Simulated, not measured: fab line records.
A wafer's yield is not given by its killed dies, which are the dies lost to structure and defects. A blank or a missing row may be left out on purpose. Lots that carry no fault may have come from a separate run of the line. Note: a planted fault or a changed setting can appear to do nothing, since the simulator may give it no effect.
Problem report in the 8D (eight disciplines) form, filled by code + flow berkeleyCmos170 + the parts of the form that need people (team, actions taken, sign-off) are left out

## 1. THE PROBLEM
Mean of stripTimeToEndpointS at UCB170_NWELL_STRIP_15: 0.46 s across 5 wafers in 2 lots; on wafers with no fault it is 18.02 s (standard deviation 0.13). So: -99 or more standard deviations from the usual mean.
The step: strips in O2.
The first sign was on wafer L831.3 at day 6 00:22, on plasmaAsher-04. The record has a number at this step for 41 wafers belonging to 14 lots. By rule, "out" or "out of limits" means more than 4 standard deviations away from the usual mean. The other wafers with a number count as sound.

## 2. WHAT IT IS, AND WHAT IT ISN'T
| question                    | is                                 | is not                                                                          |
|-----------------------------|------------------------------------|---------------------------------------------------------------------------------|
| which readings at this step | stripTimeToEndpointS, oesProductAu | drypumpMotorCurrentA                                                            |
| which lots                  | L831, L833                         | L813, L814, L815, L816, L820, L822, L823, L824, L826, L830, L835, L836          |
| which wafers of those lots  | all that have a number             | -                                                                               |
| read on which tools         | plasmaAsher-04                     | plasmaAsher-02, plasmaAsher-03                                                  |
| when                        | from day 6 00:22                   | up to then (27 sound wafers); but 9 sound wafers of L830, L835, L836 came after |

## 3. THE SUSPECTS, EACH WITH WHAT RULES IT OUT
Counting: a tool stays on the suspect list if, at a process step up to the reading, it processed all lots that are out and no sound lot following the first of them.
- lithoTrack-03 at UCB170_NWELL_COAT_07 (resist thk 900 nm): kept. All lots that are out passed through it, beginning with L831 at day 5 22:08, and no sound lot followed; its final sound lot before that point was L826 at day 5 08:04.
- plasmaAsher-04 at UCB170_NWELL_STRIP_15 (strips in O2): kept. All lots that are out passed through it, beginning with L831 at day 6 00:22, and no sound lot followed; its final sound lot before that point was L823 at day 4 20:31. Out on those wafers are its own readings of oesProductAu, stripTimeToEndpointS.
After counting, lithoTrack-03 at UCB170_NWELL_COAT_07 and plasmaAsher-04 at UCB170_NWELL_STRIP_15 remain.

## 4. THE CAUSE (what the simulator had put in)
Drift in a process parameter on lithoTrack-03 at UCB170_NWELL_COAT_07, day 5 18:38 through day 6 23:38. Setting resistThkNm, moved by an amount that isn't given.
Counting leaves 2 suspects; this tool is one of them.

## 5. THE CHAIN OF EFFECTS, in route order
One row per reading whose mean, taken over the struck wafers that have a number, lies over 3 standard deviations from the usual. Scope: only readings with a usual standard deviation given in the record; hours: median across lots of the time from each lot's start at the first step in this table that gives one to its start at this step; sigmas: change in usual standard deviations.
| hours | step                  | reading              | usual      | on struck wafers | change | sigmas      |
|-------|-----------------------|----------------------|------------|------------------|--------|-------------|
| 0     | UCB170_NWELL_STRIP_15 | oesProductAu         | 0.721 a.u. | 0.243            | -0.478 | -99 or more |
| 0     | UCB170_NWELL_STRIP_15 | stripTimeToEndpointS | 18.02 s    | 0.46             | -17.56 | -99 or more |
It contains these process steps:
- UCB170_NWELL_STRIP_15: strips in O2.
At these later measuring or inspecting steps, every struck wafer for which the step has a row has a number for every such reading, and none has moved that far: UCB170_PWELL_THK_MEAS_03, UCB170_PWELL_OVL_MEAS_13.

## 6. HOW IT WOULD HAVE BEEN CAUGHT EARLIER
In this record no reading fell out of limits until day 6 00:22, 6 hours after the fault had begun at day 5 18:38.
Among the 2 lots that are out, L833 began UCB170_NWELL_COAT_07 on lithoTrack-03 after day 6 00:22. Putting the tool on hold at that point would have spared it.
